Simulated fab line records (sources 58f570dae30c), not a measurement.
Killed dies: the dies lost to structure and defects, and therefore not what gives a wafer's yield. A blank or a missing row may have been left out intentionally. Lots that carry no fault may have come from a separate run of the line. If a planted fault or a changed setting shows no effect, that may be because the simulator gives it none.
Split-lot trial || flow berkeley_cmos170 || 12 wafers read across 5 lots, on a route 331 steps long

ON THE SPLIT
At UCB170_SPACER_CVD_00 (deposits SiO2 from TEOS/O2, target thk 376 nm, time 47 s), the setting rf_w was moved away from the recipe's 550 W on 4 of the 12 wafers read, by +8.1% to +11.4%. All remaining wafers had this setting at the recipe value.

FROM SPLIT TO READING: 1 step shown by the file between the two
- UCB170_SPACER_ANNEAL_02: time 1800 s

THE READING
etch.depth_nm (the simulator's own value, which no gauge read), in nm, at UCB170_SPACER_ETCHBACK_03 (etches SiO2 in CHF3/CF4/Ar, stops on Si, target depth 376 nm, time 100 s). The file gives no usual value for it. The 8 wafers here that ran the recipe average 375.8 nm, standard deviation 5.6 nm.

{"wafer": "L075.4", "tool, chamber at the split": "pecvd-02, 1,2", "rf_w as run, W": 603.1, "against the recipe": "+9.7%", "etch.depth_nm, nm": 393.4, "against lot-mates on the recipe": "+4.9"}
{"wafer": "L075.5", "tool, chamber at the split": "pecvd-02, 1,2,0", "rf_w as run, W": 550, "against the recipe": "recipe", "etch.depth_nm, nm": 388.5, "against lot-mates on the recipe": "-"}
{"wafer": "L076.2", "tool, chamber at the split": "pecvd-03, 1,2,0", "rf_w as run, W": 594.6, "against the recipe": "+8.1%", "etch.depth_nm, nm": 386, "against lot-mates on the recipe": "+16.2"}
{"wafer": "L076.3", "tool, chamber at the split": "pecvd-03, 2,1", "rf_w as run, W": 550, "against the recipe": "recipe", "etch.depth_nm, nm": 369.8, "against lot-mates on the recipe": "-"}
{"wafer": "L076.5", "tool, chamber at the split": "pecvd-03, 1,2,0", "rf_w as run, W": 594.6, "against the recipe": "+8.1%", "etch.depth_nm, nm": 385.3, "against lot-mates on the recipe": "+15.5"}
{"wafer": "L082.2", "tool, chamber at the split": "pecvd-03, 1,1,2", "rf_w as run, W": 550, "against the recipe": "recipe", "etch.depth_nm, nm": 375.6, "against lot-mates on the recipe": "-"}
{"wafer": "L082.4", "tool, chamber at the split": "pecvd-03, 1,1,2", "rf_w as run, W": 550, "against the recipe": "recipe", "etch.depth_nm, nm": 374.3, "against lot-mates on the recipe": "-"}
{"wafer": "L082.5", "tool, chamber at the split": "pecvd-03, 1,1,2", "rf_w as run, W": 550, "against the recipe": "recipe", "etch.depth_nm, nm": 372.9, "against lot-mates on the recipe": "-"}
{"wafer": "L083.1", "tool, chamber at the split": "pecvd-02, 1,2,0,0,2", "rf_w as run, W": 550, "against the recipe": "recipe", "etch.depth_nm, nm": 370.1, "against lot-mates on the recipe": "-"}
{"wafer": "L083.2", "tool, chamber at the split": "pecvd-02, 1,2,0,0,2", "rf_w as run, W": 550, "against the recipe": "recipe", "etch.depth_nm, nm": 375.4, "against lot-mates on the recipe": "-"}
{"wafer": "L084.4", "tool, chamber at the split": "pecvd-03, 0,1", "rf_w as run, W": 612.9, "against the recipe": "+11.4%", "etch.depth_nm, nm": 390.9, "against lot-mates on the recipe": "+11.5"}
{"wafer": "L084.5", "tool, chamber at the split": "pecvd-03, 2,0,2", "rf_w as run, W": 550, "against the recipe": "recipe", "etch.depth_nm, nm": 379.4, "against lot-mates on the recipe": "-"}
When a row names more than one chamber, that row covers several wafers, and the file does not tell which wafer ran in which chamber.

THE FIT
A straight line over all 12 wafers: etch.depth_nm changes by +1.42 nm for each +1% of rf_w; r = +0.80; the points scatter about the line by 5.3 nm.
The same after taking each lot's own level away (the mean of its wafers on the recipe; 12 wafers): +1.2 nm for each +1%; r = +0.84; scatter 3.8 nm.
The reading moves by 14 nm for the largest change in rf_w, on that fit.
Measured against the standard deviation above, the lots' own levels, which go from 369.80 to 388.50 nm, span 3.3 times it.
So the lot-to-lot level blurs the effect unless lot-mates are compared.
Check: with one of the wafers moved furthest among these (+11.4%) left out of the fit, the line predicts +15.4 nm for it against its lot-mates. Against them it came out at +11.5 nm.

OTHER SPLITS APPLIED TO THESE WAFERS
These wafers also went through other splits before the reading. Each is held against what the fit with the lots' levels taken away leaves over:
{"other split on the same wafers": "UCB170_NWELL_OXIDATION_01 temp_c", "wafers away from the commonest value": 9, "r with etch.depth_nm (lot level and that fit taken away)": -0.12}
{"other split on the same wafers": "UCB170_PWELL_PEB_11 peb_temp_c", "wafers away from the commonest value": 3, "r with etch.depth_nm (lot level and that fit taken away)": -0.28}
{"other split on the same wafers": "UCB170_PWELL_ETCH_14 rf_w", "wafers away from the commonest value": 4, "r with etch.depth_nm (lot level and that fit taken away)": -0.63}
{"other split on the same wafers": "UCB170_ACTIVE_COAT_08 resist_thk_nm", "wafers away from the commonest value": 5, "r with etch.depth_nm (lot level and that fit taken away)": "+0.60"}
{"other split on the same wafers": "UCB170_ACTIVE_EXPOSE_10 dose_mj", "wafers away from the commonest value": 1, "r with etch.depth_nm (lot level and that fit taken away)": -0.21}
{"other split on the same wafers": "UCB170_NVT_COAT_01 resist_thk_nm", "wafers away from the commonest value": 5, "r with etch.depth_nm (lot level and that fit taken away)": "+0.09"}
{"other split on the same wafers": "UCB170_NVT_DEVELOP_05 develop_time_s", "wafers away from the commonest value": 3, "r with etch.depth_nm (lot level and that fit taken away)": "+0.26"}
{"other split on the same wafers": "UCB170_PVT_COAT_01 resist_thk_nm", "wafers away from the commonest value": 5, "r with etch.depth_nm (lot level and that fit taken away)": -0.17}
{"other split on the same wafers": "UCB170_PVT_DEVELOP_05 dev_temp_c", "wafers away from the commonest value": 3, "r with etch.depth_nm (lot level and that fit taken away)": -0.03}

FILE'S OWN FIT
etch.depth_nm changes by +1.12 nm for each +1% of rf_w, r = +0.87.
